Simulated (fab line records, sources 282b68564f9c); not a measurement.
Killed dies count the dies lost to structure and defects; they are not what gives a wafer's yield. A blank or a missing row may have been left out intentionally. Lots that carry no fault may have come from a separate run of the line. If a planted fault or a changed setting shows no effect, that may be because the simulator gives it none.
A struck lot beside a sound one / flow rit cmos / 43 steps out of a route of 202
Sound: wafers L905.1, L905.2, L905.4. Wafers L917.1, L917.2, L917.5 were the ones struck. Last of all comes the cause.
For every step that has rows: the tool of each side, followed by ch and its chambers, followed by its first start. Under that, the readings that differ: sound wafers / struck wafers / difference of the means / sigmas: that difference in standard deviations of wafers without a fault.
alike: same words and numbers on both sides, and readings whose means sit less than 2 such deviations apart. not compared: any withheld reading, any reading some wafer has no value for, any bound like >300 that may hide the same value, and any number with overlapping values for which the record gives no deviation.
Wherever a step has rows on one side only, a row that says differs or no value, or a row with sigmas, the two part there. Numbers that have no deviation but don't overlap get no sigmas and don't part them. A reading that every wafer of one side lacks parts them only if that side has two wafers or more.

first, 5 steps without rows for these wafers: RIT_PLDD_COAT_01 (resist thk 1000 nm); RIT_PLDD_SOFTBAKE_02 (time 60 s); RIT_PLDD_EXPOSE_03 (exposes mask M8, target cd 40900 nm); RIT_PLDD_PEB_04; RIT_PLDD_DEVELOP_05 (develop time 50 s).
RIT_PLDD_OVL_MEAS_06:
  sound on overlay-01 at day 2 23:43; struck on overlay-01 at day 5 14:04
  alike: PLDD_OVL
then, 2 steps without rows for these wafers: RIT_PLDD_HARDBAKE_07 (time 60 s); RIT_PLDD_IMPLANT_08.
RIT_PLDD_STRIP_09: strips in O2, time 180 s.
  sound on plasma asher-04 ch 0,1, day 3 00:03; struck on plasma asher-01 ch 0,1, day 5 14:25
  alike: drypump motor current A
  not compared: rf hours counter h
RIT_PLDD_TW_MEAS_10:
  sound on film metro-04 at day 3 00:13; struck on film metro-03 at day 5 14:35
  alike: PLDD_TW
then, 2 steps without rows for these wafers: RIT_SPACER_CLEAN_00 (cleans in SC1, time 600 s); RIT_SPACER_CLEAN_01 (cleans in dHF, time 30 s).
RIT_SPACER_CLEAN_02: cleans in SC2, time 600 s.
  sound on wet bench-02 ch 3, day 3 00:29; struck on wet bench-02 ch 2, day 5 14:50
then, 1 step without rows for these wafers: RIT_SPACER_CVD_03 (deposits Si3N4 from SiH2Cl2/NH3, target thk 250 nm, time 3300 s).
RIT_SPACER_THK_MEAS_04:
  sound on film metro-03 at day 3 02:36; struck on film metro-01 at day 5 17:53
  alike: SPACER_NITRIDE_THK
RIT_SPACER_ETCHBACK_05: etches Si3N4 in SF6/CHF3, stops on SiO2, target depth 250 nm, time 240 s.
  sound on rie diel-01 ch 0,1,3, day 3 02:40; struck on rie diel-02 ch 1,2,3, day 5 17:57
  alike: drypump motor current A, oes product au, throttle valve pct
  not compared: rf hours counter h
then, 6 steps without rows for these wafers: RIT_NSD_HMDS_00 (prime time 60 s); RIT_NSD_COAT_01 (resist thk 1000 nm); RIT_NSD_SOFTBAKE_02 (time 60 s); RIT_NSD_EXPOSE_03 (exposes mask M9, target cd 40700 nm); RIT_NSD_PEB_04; RIT_NSD_DEVELOP_05 (develop time 50 s).
RIT_NSD_OVL_MEAS_06:
  sound on overlay-02 at day 3 03:40; struck on overlay-02 at day 5 18:57
  alike: NSD_OVL
then, 2 steps without rows for these wafers: RIT_NSD_HARDBAKE_07 (time 60 s); RIT_NSD_IMPLANT_08.
RIT_NSD_STRIP_09: strips in O2, time 180 s.
  sound on plasma asher-01 ch 0,1, day 3 04:00; struck on plasma asher-01 ch 0,1, day 5 19:17
  alike: drypump motor current A
  not compared: rf hours counter h
RIT_NSD_TW_MEAS_10:
  sound on film metro-02 at day 3 04:10; struck on film metro-04 at day 5 19:28
  alike: NSD_TW
then, 6 steps without rows for these wafers: RIT_PSD_HMDS_00 (prime time 60 s); RIT_PSD_COAT_01 (resist thk 992 nm); RIT_PSD_SOFTBAKE_02 (time 60 s); RIT_PSD_EXPOSE_03 (exposes mask M10, target cd 40900 nm); RIT_PSD_PEB_04; RIT_PSD_DEVELOP_05 (develop time 50 s).
RIT_PSD_OVL_MEAS_06:
  sound on overlay-01 at day 3 05:20; struck on overlay-01 at day 5 20:22
  alike: PSD_OVL
then, 2 steps without rows for these wafers: RIT_PSD_HARDBAKE_07 (time 60 s); RIT_PSD_IMPLANT_08.
RIT_PSD_STRIP_09: strips in O2, time 180 s.
  sound on plasma asher-04 ch 0,1, day 3 05:41; struck on plasma asher-04 ch 0,1, day 5 20:42
  alike: drypump motor current A
  not compared: rf hours counter h
RIT_PSD_TW_MEAS_10:
  sound on film metro-03 at day 3 05:51; struck on film metro-02 at day 5 20:53
  alike: PSD_TW
then, 3 steps without rows for these wafers: RIT_SDANNEAL_CLEAN_00 (cleans in SC1, time 600 s); RIT_SDANNEAL_CLEAN_01 (cleans in dHF, time 30 s); RIT_SDANNEAL_CLEAN_02 (cleans in SC2, time 600 s).
RIT_SDANNEAL_RTA_03: time 5 s.
  sound on rtp anneal-02 ch 0, day 3 06:18; struck on rtp anneal-02 ch 0, day 5 21:19
  alike: wafer_temp_C_max
RIT_M1_PROBE_99:
  sound on prober-02 at day 3 13:37; struck on prober-02 at day 6 04:54
reading=hold; sound=- - -; struck=await dispo/1.2h/release await dispo/1.2h/release await dispo/1.2h/release; difference=no value on the sound wafers; sigmas=
reading=killed at front end; sound=8 8 3; struck=16 16 21; difference=+11; sigmas=+4
reading=killed dies; sound=8 8 3; struck=16 16 21; difference=+11; sigmas=+4
reading=killed on rim; sound=3 2 0; struck=7 9 9; difference=+7; sigmas=+5
  alike: killed at contacts, killed open, killed short

WHERE THEY PART
Only at RIT_M1_PROBE_99, within this record.

WHY: what the simulator had put in
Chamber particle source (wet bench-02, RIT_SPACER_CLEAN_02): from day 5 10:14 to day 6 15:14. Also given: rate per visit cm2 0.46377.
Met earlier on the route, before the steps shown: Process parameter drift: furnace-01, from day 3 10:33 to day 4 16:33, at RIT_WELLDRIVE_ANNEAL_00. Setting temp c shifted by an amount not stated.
